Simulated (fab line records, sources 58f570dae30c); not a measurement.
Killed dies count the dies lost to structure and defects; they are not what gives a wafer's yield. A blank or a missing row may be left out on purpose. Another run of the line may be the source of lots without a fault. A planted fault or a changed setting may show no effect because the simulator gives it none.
Comparing a struck lot with a sound one | flow berkeley-cmos170 | 13 steps out of a route of 331
Sound: wafers L801.1, L801.5, L801.6. Wafers struck: L806.1, L806.2, L806.4. The cause is given at the end.
At each step with rows: each side's tool, then ch and its chambers, then its first start. Under that, the readings that differ: sound wafers | struck wafers | difference of the means | sigmas: that difference in standard deviations of wafers without a fault.
alike: words and numbers the same on both sides, and readings whose means are apart by under 2 such deviations; not compared: readings that were withheld, readings missing a value for some wafer, numbers with overlapping values and no deviation given by the record, and bounds like >300 which may hide the same value.
A row with sigmas, a row that says differs or no value, or rows on one side alone: a step with any of these is where the two part. Numbers that don't overlap but have no deviation are shown without sigmas and don't part them. Lack of a reading on every wafer of one side parts them only where that side has two or more wafers.

first, 1 step without rows for these wafers: UCB170_BACKSIDE_CLEAN_04 (cleans in SPM, time 600 s).
UCB170_SDANNEAL_RTA_00: time 10 s.
  sound on rtp-anneal-02 ch 0, day 7 01:03; struck on rtp-anneal-02 ch 0, day 7 21:23
  alike: lamp-power-pct, wafer_temp_C_max
UCB170_SDANNEAL_RTA_01: time 5 s.
  sound on rtp-anneal-02 ch 0, day 7 01:07; struck on rtp-anneal-02 ch 0, day 7 21:27
  alike: lamp-power-pct, wafer_temp_C_max
UCB170_SDANNEAL_RS_MEAS_02: measures by four-point-probe.
  sound: film-metro-01 at day 7 01:10; struck: film-metro-02 at day 7 21:31
  alike: PSD_RS
UCB170_SDANNEAL_RS_MEAS_03: measures by four-point-probe.
  sound: film-metro-01 at day 7 01:17; struck: film-metro-02 at day 7 21:38
  alike: NSD_RS
UCB170_SDANNEAL_RS_MEAS_04: measures by four-point-probe.
  sound: film-metro-01 at day 7 01:25; struck: film-metro-02 at day 7 21:45
  alike: PLDD_RS
UCB170_SDANNEAL_RS_MEAS_05: measures by four-point-probe.
  sound: film-metro-01 at day 7 01:32; struck: film-metro-02 at day 7 21:52
  alike: NLDD_RS
then, 1 step without rows for these wafers: UCB170_SILICIDE_PRE_CLEAN_00 (preclean etch time 60 s).
UCB170_SILICIDE_SPUTTER_01: material Ti, target thk 30 nm, time 25 s.
  sound: pvd-sputter-02 at day 7 01:43; struck: pvd-sputter-02 at day 7 22:04
  alike: throttle-valve-pct
UCB170_SILICIDE_RS_MEAS_02: measures by four-point-probe.
  sound: film-metro-04 at day 7 01:45; struck: film-metro-03 at day 7 22:05
  alike: SILICIDE_TI_RS
UCB170_SILICIDE_THK_MEAS_03: measures by xrf.
  sound: film-metro-04 at day 7 01:52; struck: film-metro-03 at day 7 22:13
  alike: SILICIDE_TI_THK
UCB170_SILICIDE_RTA_04: time 15 s.
  sound on rtp-anneal-02 ch 0, day 7 01:56; struck on rtp-anneal-02 ch 0, day 7 22:16
  alike: lamp-power-pct, wafer_temp_C_max
UCB170_SILICIDE_WET_ETCH_05: etches Ti in SPM, time 45 s.
  sound on wet-bench-04 ch 2, day 7 02:12; struck on wet-bench-04 ch 3, day 7 22:20
  no value came back on the struck wafers for bath-guard-temp-C (C), bath-heat-duty-pct (%); on the sound wafers bath-guard-temp-C (C) reads 119.1 119.3 118.8

WHERE THEY PART
Only at UCB170_SILICIDE_WET_ETCH_05, within this record.

WHY: what the simulator had put in
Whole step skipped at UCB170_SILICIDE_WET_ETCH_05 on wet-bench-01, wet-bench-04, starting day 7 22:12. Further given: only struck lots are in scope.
